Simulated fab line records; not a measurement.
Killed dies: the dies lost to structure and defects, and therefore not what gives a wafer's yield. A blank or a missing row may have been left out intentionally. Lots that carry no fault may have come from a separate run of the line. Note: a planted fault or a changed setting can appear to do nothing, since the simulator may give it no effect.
Matching of chambers    flow berkeleyCmos170    UCB170_NWELL_ETCH_13 on rieDiel-03: 4 sister chambers
The step etches Si3N4 in CH3F/Ar/O2, stops on SiO2, target depth 246.4 nm, time 154 s. 8 wafers are shown with their chamber, then 7 later ones without.

## WAFERS WITH THEIR CHAMBER
wafer   chamber  throttleValvePct (%)  drypumpMotorCurrentA (A)
L516.5  1        8.05                  6.7
L522.1  1        8.03                  6.7
L522.4  0        7.96                  5.8
L527.1  3        7.86                  6.0
L527.2  2        8.08                  6.0
L527.4  0        7.96                  5.7
L530.2  3        7.85                  6.0
L530.3  2        8.09                  6.1

## WAFERS WITHOUT THEIR CHAMBER
wafer   throttleValvePct (%)  drypumpMotorCurrentA (A)
L530.5  7.84                  6.0
L532.1  8.10                  6.0
L532.3  7.85                  6.0
L532.4  7.97                  5.7
L534.2  8.02                  6.8
L534.4  7.97                  5.8
L534.6  7.97                  5.7

## EACH ONE'S CHAMBER
wafer   from the rows above  in truth
L530.5  3                    3
L532.1  2                    2
L532.3  3                    3
L532.4  0                    0
L534.2  1                    1
L534.4  0                    0
L534.6  0                    0
Correctly placed: 7 of 7. Number that these rows cannot place: 0. 0 placed wrongly.
How it was worked out, from the rows above alone: a wafer's distance from a chamber is the root of the sum, over the readings, of the square of ((its reading less the chamber's mean) divided by the reading's scatter). The wafer belongs to the nearest chamber; if the next one is less than 2 further off, it can't be placed. For every chamber, the mean is computed from those of its wafers that are shown. The scatter: the root of (the sum of the squares of (reading less its chamber's mean) over the shown wafers, divided by (wafers less chambers)).
